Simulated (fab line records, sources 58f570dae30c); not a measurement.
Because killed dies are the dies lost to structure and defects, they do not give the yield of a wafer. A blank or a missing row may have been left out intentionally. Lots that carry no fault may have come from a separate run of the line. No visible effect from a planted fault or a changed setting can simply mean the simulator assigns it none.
Problem report, 8D (eight disciplines) form, completed by code :: flow berkeley_cmos170 :: the parts of the form that need people (team, actions taken, sign-off) are left out

1. WHAT WENT WRONG
Mean SILICIDE_TI_THK at UCB170_SILICIDE_THK_MEAS_03: 32.8 nm over 9 wafers in 3 lots; fault-free wafers: 30.5 nm, standard deviation 0.43. Measured from the usual mean, that is +5.2 standard deviations.
The step: measures by xrf.
First observed at day 11 06:52: wafer L618.2, on film_metro-01. At this step, 39 wafers from 13 lots have a number in the record. Rule for "out" (also "out of limits"): further than 4 standard deviations from the usual mean. The other wafers with a number count as sound.

2. WHAT IT IS, WHAT IT ISN'T
question: which readings at this step
is: SILICIDE_TI_THK
is not: -

question: which lots
is: L618, L620, L623
is not: L603, L604, L605, L606, L607, L608, L609, L610, L611, L624

question: which wafers of those lots
is: all that have a number
is not: -

question: read on which gauges
is: film_metro-01
is not: film_metro-02, film_metro-03

question: when
is: from day 11 06:52
is not: up to then (27 sound wafers); but 3 sound wafers of L624 came after

3. SUSPECTS, AND WHAT RULES EACH OUT
Counting: any tool at a process step up to the reading is kept as a suspect provided that every lot that is out went through it and no sound lot did after the first of them.
- the gauge at UCB170_SILICIDE_THK_MEAS_03: kept. All the wafers that are out were read on film_metro-01, and no step on other tools shows them out.
After counting, what remains is film_metro-01 at UCB170_SILICIDE_THK_MEAS_03.

4. THE CAUSE (what the simulator had put in)
Metrology matching offset: film_metro-01, from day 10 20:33 on, at UCB170_SILICIDE_THK_MEAS_03. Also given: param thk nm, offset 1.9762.
The count eliminated every tool but this one.

5. SEQUENCE OF EFFECTS, ordered by route
Each row: a reading where the mean over the struck wafers with a number is more than 3 standard deviations away from the usual. Readings are gone through only where the record gives a usual standard deviation; hours: the median, over the lots, of the time from a lot's start at the first step in this table giving one to that lot's start at this step; sigmas: the change measured in usual standard deviations.
hours: 0
step: UCB170_SILICIDE_THK_MEAS_03
reading: SILICIDE_TI_THK
usual: 30.5 nm
on struck wafers: 32.8
change: +2.3
sigmas: +5.2

6. WHAT WOULD HAVE CAUGHT IT SOONER
10 hours passed between the start of the fault at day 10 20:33 and the first reading out of limits at a measuring or inspecting step in this record, taken at day 11 06:52.
